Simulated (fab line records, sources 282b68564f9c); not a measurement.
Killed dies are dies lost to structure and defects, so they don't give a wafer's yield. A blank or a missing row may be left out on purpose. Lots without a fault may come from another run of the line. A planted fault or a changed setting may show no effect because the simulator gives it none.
Which tool did it? | flow rit_cmos | 14 lots, 42 wafers sampled, at 3 steps of a route of 202

WHAT THE GAUGES READ, wafer by wafer
RIT_SILICIDE_RS_MEAS_02: measures by four-point-probe. Usual: SILICIDE_TI_RS 48.2 ohm/sq, standard deviation 0.55.
lot  | measured    | on            | SILICIDE_TI_RS (ohm/sq) | flag
L484 | day 3 13:13 | film_metro-03 | 48.9 48.8 49.4          |
L485 | day 3 13:44 | film_metro-01 | 48.9 48.1 48.8          |
L486 | day 3 15:32 | film_metro-04 | 47.4 47.8 48.0          |
L487 | day 4 02:17 | film_metro-03 | 48.2 48.1 48.1          |
L488 | day 4 03:53 | film_metro-04 | 48.3 47.9 47.9          |
L489 | day 4 09:10 | film_metro-04 | 47.1 47.2 47.3          |
L490 | day 4 15:54 | film_metro-03 | 47.8 47.3 48.3          |
L492 | day 4 21:04 | film_metro-03 | 47.9 48.5 48.3          |
L497 | day 6 03:13 | film_metro-01 | 48.3 48.4 48.6          |
L498 | day 6 13:08 | film_metro-04 | 57.8 57.1 58.0          | OFF
L500 | day 6 18:38 | film_metro-04 | 58.1 58.0 58.3          | OFF
L501 | day 7 08:43 | film_metro-04 | 47.6 47.5 47.9          |
L503 | day 8 00:17 | film_metro-03 | 47.7 47.6 48.0          |
L504 | day 8 05:52 | film_metro-01 | 48.4 48.0 49.1          |

RIT_SILICIDE_THK_MEAS_03: measures by xrf. Usual: SILICIDE_TI_THK 29.2 nm, standard deviation 0.32.
lot  | measured    | on            | SILICIDE_TI_THK (nm) | flag
L484 | day 3 13:20 | film_metro-03 | 28.7 28.9 28.8       |
L485 | day 3 13:50 | film_metro-01 | 28.6 29.1 28.8       |
L486 | day 3 15:39 | film_metro-04 | 29.6 29.4 29.3       |
L487 | day 4 02:23 | film_metro-03 | 29.2 29.3 29.2       |
L488 | day 4 04:01 | film_metro-04 | 29.3 29.5 29.4       |
L489 | day 4 09:17 | film_metro-04 | 29.9 29.7 29.5       |
L490 | day 4 16:00 | film_metro-03 | 29.3 29.6 29.2       |
L492 | day 4 21:10 | film_metro-03 | 29.4 29.2 29.1       |
L497 | day 6 03:20 | film_metro-01 | 29.0 28.9 28.8       |
L498 | day 6 13:14 | film_metro-04 | 25.5 25.7 25.4       | OFF
L500 | day 6 18:46 | film_metro-04 | 25.3 25.5 25.2       | OFF
L501 | day 7 08:49 | film_metro-04 | 29.7 29.6 29.7       |
L503 | day 8 00:22 | film_metro-03 | 29.4 29.3 29.3       |
L504 | day 8 05:59 | film_metro-01 | 29.0 29.2 28.8       |

WHICH TOOL RAN EACH LOT (tool, then ch and the chambers of the sampled wafers, then the start)
lot  | RIT_SILICIDE_SPUTTER_01
L484 | pvd_sputter-02, day 3 13:04
L485 | pvd_sputter-01, day 3 13:34
L486 | pvd_sputter-03, day 3 15:22
L487 | pvd_sputter-01, day 4 02:07
L488 | pvd_sputter-03, day 4 03:44
L489 | pvd_sputter-03, day 4 09:01
L490 | pvd_sputter-02, day 4 15:43
L492 | pvd_sputter-02, day 4 20:53
L497 | pvd_sputter-03, day 6 03:04
L498 | pvd_sputter-02, day 6 12:56
L500 | pvd_sputter-02, day 6 18:29
L501 | pvd_sputter-01, day 7 08:31
L503 | pvd_sputter-01, day 8 00:04
L504 | pvd_sputter-03, day 8 05:43
- RIT_SILICIDE_SPUTTER_01: material Ti, target thk 30 nm, time 240 s.

WHAT THE TOOLS THEMSELVES READ (means of the sampled wafers that have a number; where no wafer has one, the mark that the record gives instead)
RIT_SILICIDE_SPUTTER_01. Usual: cathode_dc_power_W 350.00 W, standard deviation 0.064; throttle_valve_pct 30.1 %, standard deviation 1.
lot  | tool           | cathode_dc_power_W (W) | throttle_valve_pct (%) | flag
L484 | pvd_sputter-02 | 350.04                 | 30.2                   |
L485 | pvd_sputter-01 | 349.99                 | 29.3                   |
L486 | pvd_sputter-03 | 349.93                 | 29.6                   |
L487 | pvd_sputter-01 | 350.00                 | 31.9                   |
L488 | pvd_sputter-03 | 349.98                 | 30.1                   |
L489 | pvd_sputter-03 | 349.98                 | 29.7                   |
L490 | pvd_sputter-02 | 350.05                 | 30.8                   |
L492 | pvd_sputter-02 | 350.04                 | 30.2                   |
L497 | pvd_sputter-03 | 350.01                 | 29.6                   |
L498 | pvd_sputter-02 | 350.03                 | 30.2                   |
L500 | pvd_sputter-02 | 349.99                 | 29.5                   |
L501 | pvd_sputter-01 | 349.94                 | 30.0                   |
L503 | pvd_sputter-01 | 349.97                 | 30.7                   |
L504 | pvd_sputter-03 | 350.07                 | 30.0                   |

THE ANSWER, worked out from the rows above alone
Rule: a lot is off if the mean of its wafers that have a number lies more than 3 standard deviations from the usual mean. A lot without any number at a reading at which 4 lots or more have one is off too. The other lots that the step has rows for count as sound. The gauges are gone through in route order, then the tools' own readings, and for those a lot's mean is taken as printed above. The first step at which some lot is off is used, and at that step the reading that is off furthest; a lot without a number counts as furthest.
Off: L498, L500, at RIT_SILICIDE_RS_MEAS_02 (SILICIDE_TI_RS).
A tool fits if, at a process step before that reading, it ran every lot that is off, and no sound lot after the first of them. The gauges at RIT_SILICIDE_RS_MEAS_02 are tried like those tools. One fits: pvd_sputter-02 at RIT_SILICIDE_SPUTTER_01. Its last sound lot is L492 (day 4 20:53), its first lot that is off L498 (day 6 12:56): a fault that began between those two fits.

WHAT THE SIMULATOR HAD PUT IN
Process parameter drift: pvd_sputter-02, from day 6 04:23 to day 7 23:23, at RIT_SILICIDE_SPUTTER_01. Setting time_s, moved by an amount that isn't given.
Lots struck among those shown: L498, L500. The rule above found the same.
